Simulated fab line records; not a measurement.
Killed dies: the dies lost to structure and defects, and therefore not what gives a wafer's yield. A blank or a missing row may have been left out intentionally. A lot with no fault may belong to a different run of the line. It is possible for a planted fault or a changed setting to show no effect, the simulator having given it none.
fab line records + flow rit-cmos
[record]
- lots = 5
- wafers = 15
- last-day = 7
route steps=202 shown ACTIVE@1 FOX1@20 FOX2@23 M1@202
lots untouched by any fault: they come from a run of this same line in which no faults occurred
start-h: the number of hours between the record's first day and the start of the first shown wafer of the lot + wait-h: hours since the lot's step before + " same as the row above + L1.1+2: one row covering several wafers at once + - either no value or no given start + * or withheld: withheld + < > ~ a bound
route shown NAME@n: NAME is a module with steps in the file, n the number in the route of the first one + usual: mean/standard deviation taken from wafers without a fault + same: alike in all rows + chamber/n: place in a boat + sites: the reading at each site + _std_site: the values' standard deviation + _edge_site: the outer-site mean with the inner-site mean subtracted + radius-mm: for every site, how far away it sits from the centre of the wafer + mask NAME#n: copy n + behind: the most recent tool/chamber to have shaped the wafer + hold: reason for holding the lot/hours on hold/outcome of the hold + device: transistor that didn't switch, given as n, p or np + end of line: the same wafers' tests at the end of the route + a step with no rows: only its recipe + killed: at the first sort, the dies lost to defects and structure; wafer yield is something else + map: shows each die of a wafer: x if killed, . if not, _ if none is there
set.NAME: setting as actually run; set.NAME@STEP: the setting as run at that earlier step + model.NAME: the simulator's own value behind a step, which no gauge read
lots at selected steps of the route; one table per step, one row per wafer
services: from which hour (start-h, from the record's first day; less than 0 if before it) a tool's chamber was out of use, for how many hours, and why
[[steps]]
[step RIT_ACTIVE_BOW_MEAS_00]
[recipe]
- mode = bow
[usual]
- INCOMING_BOW = -1/6.3
| lot.wafer | tool          | chamber | start-h | wait-h | INCOMING_BOW[um] |
|-----------|---------------|---------|---------|--------|------------------|
| L615.2    | film-metro-02 | -       | 20.02   | -      | 1                |
| L615.5    | "             | -       | "       | "      | 5                |
| L615.6    | "             | -       | "       | "      | -4               |
| L619.4    | film-metro-02 | -       | 40.06   | -      | -8               |
| L619.5    | "             | -       | "       | "      | 1                |
| L619.6    | "             | -       | "       | "      | -4               |
| L624.1    | film-metro-02 | -       | 65.00   | -      | -4               |
| L624.2    | "             | -       | "       | "      | 4                |
| L624.4    | "             | -       | "       | "      | -5               |
| L631.2    | film-metro-02 | -       | 100.02  | -      | 12               |
| L631.4    | "             | -       | "       | "      | 10               |
| L631.5    | "             | -       | "       | "      | -4               |
| L636.2    | film-metro-01 | -       | 125.02  | -      | -1               |
| L636.3    | "             | -       | "       | "      | -6               |
| L636.4    | "             | -       | "       | "      | -6               |
[step RIT_ACTIVE_OXIDATION_01]
[recipe]
- temp-c = 1000
- ambient = O2
- target-thk-a = 468
- ox-time-s = 3360
[step RIT_ACTIVE_THK_MEAS_02]
[recipe]
- reads = SiO2_of_ACTIVE_OXIDATION_01
[usual]
- ACTIVE_OXIDE_THK = 46.7/0.82
| lot.wafer | tool          | chamber | start-h | wait-h | ACTIVE_OXIDE_THK[nm] |
|-----------|---------------|---------|---------|--------|----------------------|
| L615.2    | film-metro-03 | -       | 22.42   | 0.0    | 48.3                 |
| L615.5    | "             | -       | "       | "      | 47.6                 |
| L615.6    | "             | -       | "       | "      | 47.7                 |
| L619.4    | film-metro-03 | -       | 42.08   | 0.0    | 45.7                 |
| L619.5    | "             | -       | "       | "      | 45.8                 |
| L619.6    | "             | -       | "       | "      | 45.6                 |
| L624.1    | film-metro-03 | -       | 67.05   | 0.0    | 46.6                 |
| L624.2    | "             | -       | "       | "      | 46.4                 |
| L624.4    | "             | -       | "       | "      | 46.0                 |
| L631.2    | film-metro-03 | -       | 102.74  | 0.0    | 47.2                 |
| L631.4    | "             | -       | "       | "      | 48.2                 |
| L631.5    | "             | -       | "       | "      | 47.4                 |
| L636.2    | film-metro-03 | -       | 127.06  | 0.0    | 46.1                 |
| L636.3    | "             | -       | "       | "      | 46.4                 |
| L636.4    | "             | -       | "       | "      | 46.7                 |
[step RIT_ACTIVE_CVD_03]
[recipe]
- material = Si3N4
- target-thk-nm = 150
- temp-c = 810
- precursor = SiH2Cl2/NH3
- time-s = 1500
- pressure-mtorr = 300
- sih2cl2-flow-sccm = 60
- nh3-flow-sccm = 150
[usual]
- zone-power-source-pct = 19.4/1.2
| lot.wafer | tool     | chamber | start-h | wait-h | zone-power-source-pct | model.Si3N4_of_ACTIVE_CVD_03.thk-nm |
|-----------|----------|---------|---------|--------|-----------------------|-------------------------------------|
| L615.2    | lpcvd-01 | 1       | 22.47   | 0.0    | 19.3                  | 149.9                               |
| L615.5    | "        | 1       | "       | "      | 18.6                  | 148.6                               |
| L615.6    | "        | 1       | "       | "      | 19.0                  | 150.3                               |
| L619.4    | lpcvd-02 | 0       | 42.11   | 0.0    | 20.0                  | 152                                 |
| L619.5    | "        | 0       | "       | "      | 19.9                  | 150.7                               |
| L619.6    | "        | 0       | "       | "      | 19.9                  | 150.3                               |
| L624.1    | lpcvd-02 | 1       | 67.11   | 0.1    | 18.0                  | 120.1                               |
| L624.2    | "        | 1       | "       | "      | 17.7                  | 119.6                               |
| L624.4    | "        | 1       | "       | "      | 18.0                  | 120.9                               |
| L631.2    | lpcvd-01 | 1       | 102.79  | 0.0    | 19.1                  | 149.7                               |
| L631.4    | "        | 1       | "       | "      | 19.0                  | 149.4                               |
| L631.5    | "        | 1       | "       | "      | 19.2                  | 149.9                               |
| L636.2    | lpcvd-01 | 0       | 127.11  | 0.0    | 20.2                  | 149                                 |
| L636.3    | "        | 0       | "       | "      | 20.4                  | 148.5                               |
| L636.4    | "        | 0       | "       | "      | 20.9                  | 148.3                               |
[step RIT_ACTIVE_THK_MEAS_04]
[recipe]
- reads = Si3N4_of_ACTIVE_CVD_03
[usual]
- ACTIVE_NITRIDE_THK = 150.3/1.4
| lot.wafer | tool          | chamber | start-h | wait-h | ACTIVE_NITRIDE_THK[nm] |
|-----------|---------------|---------|---------|--------|------------------------|
| L615.2    | film-metro-02 | -       | 23.90   | 0.0    | 150.0                  |
| L615.5    | "             | -       | "       | "      | 148.5                  |
| L615.6    | "             | -       | "       | "      | 150.4                  |
| L619.4    | film-metro-01 | -       | 43.56   | 0.0    | 152.0                  |
| L619.5    | "             | -       | "       | "      | 150.8                  |
| L619.6    | "             | -       | "       | "      | 150.3                  |
| L624.1    | film-metro-01 | -       | 68.53   | 0.0    | 120.1                  |
| L624.2    | "             | -       | "       | "      | 119.7                  |
| L624.4    | "             | -       | "       | "      | 120.9                  |
| L631.2    | film-metro-03 | -       | 104.22  | 0.0    | 149.6                  |
| L631.4    | "             | -       | "       | "      | 149.3                  |
| L631.5    | "             | -       | "       | "      | 149.9                  |
| L636.2    | film-metro-03 | -       | 128.54  | 0.0    | 149.0                  |
| L636.3    | "             | -       | "       | "      | 148.4                  |
| L636.4    | "             | -       | "       | "      | 148.4                  |
[step RIT_ACTIVE_HMDS_05]
[recipe]
- prime-time-s = 60
- prime-temp-c = 140
[step RIT_ACTIVE_COAT_06]
[recipe]
- resist = NOVOLAK
- spin-rpm = 3250
- resist-thk-nm = 1000
[step RIT_ACTIVE_SOFTBAKE_07]
[recipe]
- resist = NOVOLAK
- temp-c = 90
- time-s = 60
[step RIT_ACTIVE_EXPOSE_08]
[recipe]
- mask-id = M1
- na = 0.6
- source-shape = conventional
- sigma-outer = 0.6
- target-cd-nm = 1400
- dose-mj = 225
[step RIT_ACTIVE_PEB_09]
[recipe]
- resist = NOVOLAK
- temp-c = withheld
- time-s = withheld
[step RIT_ACTIVE_DEVELOP_10]
[recipe]
- resist = NOVOLAK
- develop-time-s = 50
- dev-temp-c = 23
[step RIT_ACTIVE_CD_MEAS_11]
[recipe]
- target-cd-nm = 1400
[usual]
- cd-nm = 1399.6/2.4
| lot.wafer | tool      | chamber | start-h | wait-h | cd-nm  |
|-----------|-----------|---------|---------|--------|--------|
| L615.2    | cd-sem-02 | -       | 24.94   | -      | 1401.5 |
| L615.5    | "         | -       | "       | "      | 1400.2 |
| L615.6    | "         | -       | "       | "      | 1399.5 |
| L619.4    | cd-sem-01 | -       | 44.62   | -      | 1394.1 |
| L619.5    | "         | -       | "       | "      | 1394.6 |
| L619.6    | "         | -       | "       | "      | 1394.5 |
| L624.1    | cd-sem-01 | -       | 69.56   | -      | 1400.2 |
| L624.2    | "         | -       | "       | "      | 1398.8 |
| L624.4    | "         | -       | "       | "      | 1399.2 |
| L631.2    | cd-sem-02 | -       | 105.14  | -      | 1405.5 |
| L631.4    | "         | -       | "       | "      | 1403.8 |
| L631.5    | "         | -       | "       | "      | 1405.3 |
| L636.2    | cd-sem-01 | -       | 129.46  | -      | 1402.9 |
| L636.3    | "         | -       | "       | "      | 1403.2 |
| L636.4    | "         | -       | "       | "      | 1402.8 |
[step RIT_ACTIVE_HARDBAKE_12]
[recipe]
- resist = NOVOLAK
- temp-c = 140
- time-s = 60
[step RIT_ACTIVE_ETCH_13]
[recipe]
- stop-on = SiO2
- chemistry = SF6
- target = Si3N4
- time-s = 210
- over-etch-frac = 0.4
- SF6_flow_sccm = 200
- pressure-mtorr = 260
- rf-w = 125
- target-depth-a = 2100
[usual]
- SF6_flow_sccm = 200.0/0.61
- chamber-pressure-mTorr = 260.02/0.22
- drypump-motor-current-A = 5.60/0.29
- oes-product-au = 0.826/0.016
- rf-fwd-power-W = 124.6/0.38
- throttle-valve-pct = 7.54/0.15
| lot.wafer | tool        | chamber | start-h | wait-h | SF6_flow_sccm | chamber-pressure-mTorr | drypump-motor-current-A | oes-product-au | rf-fwd-power-W | rf-hours-counter-h | throttle-valve-pct | model.ACTIVE.feature-depth-nm | model.etch.depth-nm |
|-----------|-------------|---------|---------|--------|---------------|------------------------|-------------------------|----------------|----------------|--------------------|--------------------|-------------------------------|---------------------|
| L615.2    | rie-diel-01 | 3       | 25.19   | 0.1    | 199.3         | 260.19                 | 5.46                    | 0.842          | 125.2          | 106                | 7.55               | 150.9                         | 149.9               |
| L615.5    | "           | 3       | "       | "      | 200.7         | 260.24                 | 5.45                    | 0.822          | 124.7          | -                  | 7.56               | 149.6                         | 148.6               |
| L615.6    | "           | 0       | "       | "      | 199.3         | 259.71                 | 5.74                    | 0.832          | 124.6          | -                  | 7.72               | 151.3                         | 150.3               |
| L619.4    | rie-diel-03 | 3       | 44.90   | 0.1    | 200.1         | 259.91                 | 6.29                    | 0.803          | 124.4          | -                  | 7.59               | 154.3                         | 152                 |
| L619.5    | "           | 2       | "       | "      | 198.4         | 259.85                 | 5.60                    | 0.820          | 124.5          | -                  | 7.68               | 150.7                         | 150.7               |
| L619.6    | "           | 1       | "       | "      | 198.7         | 259.85                 | 5.31                    | 0.845          | 124.5          | -                  | 7.31               | 150.3                         | 150.3               |
| L624.1    | rie-diel-03 | 1       | 70.00   | 0.1    | 200.4         | 259.97                 | 5.28                    | 0.748          | 125.2          | 9                  | 7.29               | 120.1                         | 120.1               |
| L624.2    | "           | 2       | "       | "      | 199.5         | 260.15                 | 5.69                    | 0.724          | 124.7          | 21                 | 7.69               | 119.6                         | 119.6               |
| L624.4    | "           | 0       | "       | "      | 199.7         | 260.13                 | 5.23                    | 0.760          | 124.6          | -                  | 7.59               | 120.9                         | 120.9               |
| L631.2    | rie-diel-03 | 1       | 105.39  | 0.1    | 200.5         | 260.09                 | 5.37                    | 0.836          | 124.6          | 10                 | 7.34               | 149.7                         | 149.7               |
| L631.4    | "           | 2       | "       | "      | 199.5         | 260.16                 | 5.64                    | 0.805          | 124.6          | 22                 | 7.69               | 149.4                         | 149.4               |
| L631.5    | "           | 0       | "       | "      | 200.8         | 259.87                 | 5.22                    | 0.840          | 124.0          | -                  | 7.59               | 149.9                         | 149.9               |
| L636.2    | rie-diel-02 | 1       | 129.71  | 0.1    | 200.7         | 260.21                 | 5.37                    | 0.818          | 124.8          | 119                | 7.78               | 150.9                         | 149                 |
| L636.3    | "           | 3       | "       | "      | 199.7         | 260.57                 | 6.00                    | 0.796          | 124.4          | 18                 | 7.26               | 148.5                         | 148.5               |
| L636.4    | "           | 0       | "       | "      | 199.8         | 259.89                 | 5.68                    | 0.797          | 124.7          | -                  | 7.38               | 148.3                         | 148.3               |
[step RIT_ACTIVE_STRIP_14]
[recipe]
- chemistry = O2
- time-s = 180
- resist = NOVOLAK
- platen-temp-c = withheld
- power-w = 500
- pressure-mtorr = 4000
- o2-flow-sccm = 4000
[usual]
- chamber-pressure-mTorr = 4000/4.2
- drypump-motor-current-A = 5.8/0.6
| lot.wafer | tool            | chamber | start-h | wait-h | chamber-pressure-mTorr | drypump-motor-current-A | rf-hours-counter-h |
|-----------|-----------------|---------|---------|--------|------------------------|-------------------------|--------------------|
| L615.2    | plasma-asher-04 | 0       | 25.33   | 0.1    | 4000                   | 6.6                     | 24                 |
| L615.5    | "               | 1       | "       | "      | 3997                   | 5.7                     | -                  |
| L615.6    | "               | 0       | "       | "      | 4002                   | 6.6                     | -                  |
| L619.4    | plasma-asher-02 | 1       | 45.03   | 0.1    | 4000                   | 5.0                     | -                  |
| L619.5    | "               | 0       | "       | "      | 4003                   | 5.3                     | -                  |
| L619.6    | "               | 1       | "       | "      | 3996                   | 5.0                     | -                  |
| L624.1    | plasma-asher-02 | 1       | 70.13   | 0.1    | 3995                   | 5.0                     | 41                 |
| L624.2    | "               | 0       | "       | "      | 3998                   | 5.3                     | 41                 |
| L624.4    | "               | 1       | "       | "      | 3993                   | 5.0                     | -                  |
| L631.2    | plasma-asher-02 | 0       | 105.52  | 0.1    | 4007                   | 5.3                     | 46                 |
| L631.4    | "               | 1       | "       | "      | 4001                   | 5.0                     | -                  |
| L631.5    | "               | 0       | "       | "      | 3997                   | 5.3                     | -                  |
| L636.2    | plasma-asher-02 | 0       | 129.84  | 0.1    | 4000                   | 5.3                     | 49                 |
| L636.3    | "               | 1       | "       | "      | 4001                   | 5.0                     | -                  |
| L636.4    | "               | 0       | "       | "      | 3991                   | 5.3                     | -                  |
[step RIT_ACTIVE_CD_MEAS_90]
[recipe]
- target-cd-nm = 1400
[usual]
- cd-nm = 1399.7/2.4
| lot.wafer | tool      | chamber | start-h | wait-h | cd-nm  |
|-----------|-----------|---------|---------|--------|--------|
| L615.2    | cd-sem-02 | -       | 25.52   | 0.1    | 1401.9 |
| L615.5    | "         | -       | "       | "      | 1399.9 |
| L615.6    | "         | -       | "       | "      | 1398.8 |
| L619.4    | cd-sem-02 | -       | 45.20   | 0.1    | 1394.7 |
| L619.5    | "         | -       | "       | "      | 1394.4 |
| L619.6    | "         | -       | "       | "      | 1394.8 |
| L624.1    | cd-sem-02 | -       | 70.30   | 0.1    | 1400.4 |
| L624.2    | "         | -       | "       | "      | 1398.8 |
| L624.4    | "         | -       | "       | "      | 1399.6 |
| L631.2    | cd-sem-02 | -       | 105.71  | 0.1    | 1405.9 |
| L631.4    | "         | -       | "       | "      | 1403.8 |
| L631.5    | "         | -       | "       | "      | 1405.6 |
| L636.2    | cd-sem-02 | -       | 130.04  | 0.1    | 1403.1 |
| L636.3    | "         | -       | "       | "      | 1403.2 |
| L636.4    | "         | -       | "       | "      | 1403.2 |
[step RIT_ACTIVE_CLEAN_15]
[recipe]
- chemistry = SC1
- mix = 3:3:50
- time-s = 600
- temp-c = 75
[step RIT_ACTIVE_CLEAN_16]
[recipe]
- chemistry = dHF
- dilution = 50:1
- time-s = 30
[step RIT_ACTIVE_CLEAN_17]
[recipe]
- chemistry = SC2
- mix = 3:3:50
- time-s = 600
- temp-c = 75
- dry = n2-spin
[step RIT_FOX1_OXIDATION_00]
[recipe]
- temp-c = 1100
- ambient = H2O
- target-thk-a = 3507
- p-h2o-torr = 720
- ox-time-s = 1130
[step RIT_FOX1_THK_MEAS_01]
[recipe]
- reads = SiO2_of_FOX1_OXIDATION_00
[usual]
- FOX1_OXIDE_THK = 348/6.1
| lot.wafer | tool          | chamber | start-h | wait-h | FOX1_OXIDE_THK[nm] |
|-----------|---------------|---------|---------|--------|--------------------|
| L615.2    | film-metro-03 | -       | 29.67   | 0.0    | 352                |
| L615.5    | "             | -       | "       | "      | 344                |
| L615.6    | "             | -       | "       | "      | 341                |
| L619.4    | film-metro-01 | -       | 50.97   | 0.0    | 345                |
| L619.5    | "             | -       | "       | "      | 343                |
| L619.6    | "             | -       | "       | "      | 341                |
| L624.1    | film-metro-04 | -       | 72.28   | 0.0    | 342                |
| L624.2    | "             | -       | "       | "      | 343                |
| L624.4    | "             | -       | "       | "      | 347                |
| L631.2    | film-metro-03 | -       | 107.62  | 0.0    | 352                |
| L631.4    | "             | -       | "       | "      | 349                |
| L631.5    | "             | -       | "       | "      | 350                |
| L636.2    | film-metro-03 | -       | 131.83  | 0.0    | 340                |
| L636.3    | "             | -       | "       | "      | 347                |
| L636.4    | "             | -       | "       | "      | 343                |
[step RIT_FOX1_WET_ETCH_02]
[recipe]
- chemistry = BOE
- target-depth-nm = 350
- time-s = 390
- temp-c = 21.5
- dry = n2-spin
- dilution = 10:1
- target = SiO2
[step RIT_FOX2_OXIDATION_00]
[recipe]
- temp-c = 1100
- ambient = H2O
- target-thk-a = 3507
- p-h2o-torr = 720
- ox-time-s = 1130
[step RIT_FOX2_THK_MEAS_01]
[recipe]
- reads = SiO2_of_FOX2_OXIDATION_00
[usual]
- FOX2_OXIDE_THK = 349/5.8
| lot.wafer | tool          | chamber | start-h | wait-h | FOX2_OXIDE_THK[nm] |
|-----------|---------------|---------|---------|--------|--------------------|
| L615.2    | film-metro-02 | -       | 32.78   | 0.0    | 349                |
| L615.5    | "             | -       | "       | "      | 344                |
| L615.6    | "             | -       | "       | "      | 342                |
| L619.4    | film-metro-04 | -       | 53.36   | 0.0    | 344                |
| L619.5    | "             | -       | "       | "      | 343                |
| L619.6    | "             | -       | "       | "      | 343                |
| L624.1    | film-metro-04 | -       | 73.77   | 0.0    | 348                |
| L624.2    | "             | -       | "       | "      | 348                |
| L624.4    | "             | -       | "       | "      | 346                |
| L631.2    | film-metro-01 | -       | 109.23  | 0.0    | 343                |
| L631.4    | "             | -       | "       | "      | 346                |
| L631.5    | "             | -       | "       | "      | 339                |
| L636.2    | film-metro-01 | -       | 133.32  | 0.0    | 352                |
| L636.3    | "             | -       | "       | "      | 351                |
| L636.4    | "             | -       | "       | "      | 359                |
[step RIT_FOX2_CLEAN_02]
[recipe]
- chemistry = dHF
- dilution = 50:1
- time-s = 180
| lot.wafer | tool         | chamber | start-h | wait-h | model.Si3N4_of_ACTIVE_CVD_03.thk-nm |
|-----------|--------------|---------|---------|--------|-------------------------------------|
| L615.2    | wet-bench-04 | 0       | 32.83   | 0.0    | 130.7                               |
| L615.5    | "            | 0       | "       | "      | 129.4                               |
| L615.6    | "            | 0       | "       | "      | 131.1                               |
| L619.4    | wet-bench-04 | 1       | 53.39   | 0.0    | 132.7                               |
| L619.5    | "            | 1       | "       | "      | 131.5                               |
| L619.6    | "            | 1       | "       | "      | 131.1                               |
| L624.1    | wet-bench-02 | 3       | 73.83   | 0.1    | 101                                 |
| L624.2    | "            | 3       | "       | "      | 100.4                               |
| L624.4    | "            | 3       | "       | "      | 101.7                               |
| L631.2    | wet-bench-04 | 0       | 109.28  | 0.0    | 130.5                               |
| L631.4    | "            | 0       | "       | "      | 130.2                               |
| L631.5    | "            | 0       | "       | "      | 130.7                               |
| L636.2    | wet-bench-04 | 0       | 133.37  | 0.0    | 129.8                               |
| L636.3    | "            | 0       | "       | "      | 129.2                               |
| L636.4    | "            | 0       | "       | "      | 129.1                               |
[step RIT_FOX2_WET_ETCH_03]
[recipe]
- chemistry = H3PO4
- target = Si3N4
- target-depth-nm = 195
- temp-c = 165
- time-s = 2700
[step RIT_M1_PROBE_99]
[usual]
- killed_at_M0_to_M3 = 0.0/0.14
- killed-at-contacts = 0.1/0.29
- killed-at-front-end = 7/3
- killed-dies = 8/3
- killed-on-rim = 2.0/1.5
- killed-open = 3.7/2
- killed-short = 3.8/2.1
[same]
- gross-dies = 264
- killed_at_M4_up = 0
- killed-at-back-side = 0
- killed-at-other = 0
| lot.wafer | tool      | chamber | start-h | wait-h | killed_at_M0_to_M3 | killed-at-contacts | killed-at-front-end | killed-dies | killed-on-rim | killed-open | killed-short | model.etest.nldd.width-nm | model.etest.pldd.width-nm |
|-----------|-----------|---------|---------|--------|--------------------|--------------------|---------------------|-------------|---------------|-------------|--------------|---------------------------|---------------------------|
| L615.2    | prober-01 | -       | 77.13   | 0.1    | 0                  | 0                  | 3                   | 3           | 1             | 0           | 3            | 3166                      | 3159                      |
| L615.5    | prober-01 | -       | 77.28   | 0.2    | 0                  | 0                  | 15                  | 15          | 2             | 8           | 7            | 3162                      | 3172                      |
| L615.6    | prober-01 | -       | 77.33   | 0.2    | 0                  | 0                  | 10                  | 10          | 2             | 4           | 6            | 3171                      | 3179                      |
| L619.4    | prober-01 | -       | 92.00   | 0.2    | 1                  | 0                  | 6                   | 7           | 1             | 3           | 4            | 3189                      | 3186                      |
| L619.5    | prober-01 | -       | 92.05   | 0.2    | 0                  | 0                  | 8                   | 8           | 3             | 4           | 4            | 3197                      | 3196                      |
| L619.6    | prober-01 | -       | 92.10   | 0.2    | 0                  | 0                  | 6                   | 6           | 1             | 5           | 1            | 3198                      | 3208                      |
| L624.1    | prober-02 | -       | 113.79  | 0.1    | 0                  | 0                  | 9                   | 9           | 2             | 5           | 4            | 3144                      | 3146                      |
| L624.2    | prober-02 | -       | 113.84  | 0.1    | 0                  | 0                  | 2                   | 2           | 0             | 0           | 2            | 3143                      | 3141                      |
| L624.4    | prober-02 | -       | 113.94  | 0.2    | 0                  | 1                  | 8                   | 9           | 3             | 2           | 7            | 3158                      | 3165                      |
| L631.2    | prober-01 | -       | 148.22  | 0.1    | 0                  | 0                  | 8                   | 8           | 1             | 3           | 5            | 3200                      | 3190                      |
| L631.4    | prober-01 | -       | 148.32  | 0.2    | 0                  | 0                  | 8                   | 8           | 1             | 3           | 5            | 3176                      | 3178                      |
| L631.5    | prober-01 | -       | 148.37  | 0.2    | 0                  | 0                  | 2                   | 2           | 0             | 1           | 1            | 3189                      | 3192                      |
| L636.2    | prober-02 | -       | 171.77  | 0.1    | 0                  | 0                  | 7                   | 7           | 0             | 1           | 5            | 3192                      | 3193                      |
| L636.3    | prober-02 | -       | 171.82  | 0.2    | 0                  | 0                  | 7                   | 7           | 3             | 2           | 4            | 3193                      | 3210                      |
| L636.4    | prober-02 | -       | 171.87  | 0.2    | 0                  | 0                  | 10                  | 10          | 3             | 4           | 5            | 3178                      | 3188                      |
// killed by level:class
L615.2 GATE:geometric-particle:short=1 SPACER:geometric-particle:short=1 SILICIDE:geometric-particle:short=1
L615.5 GATE:geometric-particle:open=4 SPACER:geometric-particle:short=3 REOX:geometric-particle:short=2 SPACER:geometric-particle:open=2 FOX2:geometric-particle:short=1 REOX:geometric-particle:open=1 SILICIDE:geometric-particle:open=1 SILICIDE:geometric-particle:short=1
L615.6 GATE:geometric-particle:short=3 REOX:geometric-particle:open=3 FOX1:geometric-particle:short=1 FOX2:geometric-particle:short=1 SPACER:geometric-particle:short=1 SPACER:geometric-particle:open=1
L619.4 FOX2:geometric-particle:short=2 FOX2:geometric-particle:open=1 GATE:geometric-particle:open=1 REOX:geometric-particle:short=1 SILICIDE:geometric-particle:open=1 M1:geometric-particle:short=1
L619.5 FOX1:geometric-particle:short=2 FOX2:geometric-particle:open=2 GATE:geometric-particle:short=1 REOX:geometric-particle:short=1 REOX:geometric-particle:open=1 SILICIDE:geometric-particle:open=1
L619.6 REOX:geometric-particle:open=3 FOX2:geometric-particle:open=1 SPACER:geometric-particle:open=1 SILICIDE:geometric-particle:short=1
L624.1 FOX2:geometric-particle:short=3 GATE:geometric-particle:open=2 REOX:geometric-particle:open=2 REOX:geometric-particle:short=1 SPACER:geometric-particle:open=1
L624.2 GATE:geometric-particle:short=2
L624.4 FOX2:geometric-particle:short=3 REOX:geometric-particle:open=2 SILICIDE:geometric-particle:short=2 REOX:geometric-particle:short=1 CONTACT:geometric-particle:short=1
L631.2 GATE:geometric-particle:short=4 GATE:geometric-particle:open=2 FOX2:geometric-particle:short=1 REOX:geometric-particle:open=1
L631.4 GATE:geometric-particle:short=2 FOX1:geometric-particle:open=1 FOX2:geometric-particle:short=1 GATE:geometric-particle:open=1 SPACER:geometric-particle:short=1 SPACER:geometric-particle:open=1 SILICIDE:geometric-particle:short=1
L631.5 FOX1:geometric-particle:open=1 SILICIDE:geometric-particle:short=1
L636.2 GATE:geometric-particle:short=2 SILICIDE:geometric-particle:short=2 FOX1:geometric-particle:short=1 GATE:geometric-particle:open=1 PRETRO:coat-microbubble-printed=1
L636.3 GATE:geometric-particle:open=2 SPACER:geometric-particle:short=2 GATE:geometric-particle:short=1 SILICIDE:geometric-particle:short=1 PRETRO:coat-microbubble-printed=1
L636.4 SILICIDE:geometric-particle:short=2 FOX2:geometric-particle:short=1 GATE:geometric-particle:short=1 GATE:geometric-particle:open=1 REOX:geometric-particle:open=1 SPACER:geometric-particle:short=1 SPACER:geometric-particle:open=1 SILICIDE:geometric-particle:open=1
[[services]]
| tool         | chamber | start-h | hours | kind           |
|--------------|---------|---------|-------|----------------|
| wet-bench-02 | -       | 23.84   | 0.6   | repair         |
| rie-diel-03  | 0       | 36.34   | 12.2  | repair         |
| rie-diel-01  | 3       | 48.77   | 5.7   | repair         |
| rie-diel-01  | 3       | 54.52   | 7.7   | repair         |
| rie-diel-03  | 3       | 66.55   | -     | clean          |
| rie-diel-03  | 3       | 66.55   | 23.9  | scheduled-down |
| rie-diel-03  | 3       | 66.55   | 23.9  | vent-cycle     |
| rie-diel-02  | -       | 69.61   | 0.8   | repair         |
| rie-diel-01  | 2       | 71.12   | 4.4   | repair         |
| rie-diel-01  | 0       | 74.13   | 4.8   | repair         |
| rie-diel-03  | -       | 82.63   | 1.3   | repair         |
| rie-diel-03  | -       | 92.45   | 0.4   | repair         |
| lpcvd-02     | -       | 99.64   | 1.2   | repair         |
| rie-diel-02  | 2       | 111.94  | 8.3   | repair         |
| rie-diel-03  | 0       | 126.46  | 5.0   | repair         |
| rie-diel-02  | 2       | 129.24  | -     | clean          |
| rie-diel-02  | 2       | 129.24  | 20.4  | scheduled-down |
| rie-diel-02  | 2       | 129.24  | 20.4  | vent-cycle     |
| rie-diel-03  | 2       | 130.14  | 9.4   | repair         |
[[key]]
[first-sign]
- step = RIT_ACTIVE_THK_MEAS_04
- reading = ACTIVE_NITRIDE_THK
- direction = down
- sigmas = 21
- usual = 150.3
- struck = 120.2
[effect]
- step = RIT_ACTIVE_ETCH_13
- reading = oes-product-au
- direction = down
- sigmas = 5.2
- usual = 0.826
- struck = 0.744
[model-effect]
- step = RIT_ACTIVE_CVD_03
- value = Si3N4_of_ACTIVE_CVD_03.thk-nm
- without = 150.2
- struck = 120.2
[model-effect]
- step = RIT_ACTIVE_ETCH_13
- value = ACTIVE.feature-depth-nm
- without = 150.2
- struck = 120.2
[model-effect]
- step = RIT_FOX2_CLEAN_02
- value = Si3N4_of_ACTIVE_CVD_03.thk-nm
- without = 131
- struck = 101
[model-effect]
- step = RIT_M1_PROBE_99
- value = etest.nldd.width-nm
- without = 3188
- struck = 3148
met-at RIT_ACTIVE_CVD_03
struck-wafers L624.1,L624.2,L624.4
tester-left-out L624
[fault]
- kind = process-parameter-drift
- tool = lpcvd-02
- chamber = 1
- onset-h = 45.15
- steps = RIT_ACTIVE_CVD_03
- channel = target-thk-nm
- offset = -30
- shape = step
- end-h = 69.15
- acts-in = these-recipes-only
- stated = 150
// tester-left-out: of these lots the tester's yield and bins aren't shown, on N5 and GAA mostly nor the transistor test; their killed dies are dies lost to structure and defects alone, not to doping, threshold or leakage, so they don't give the yield
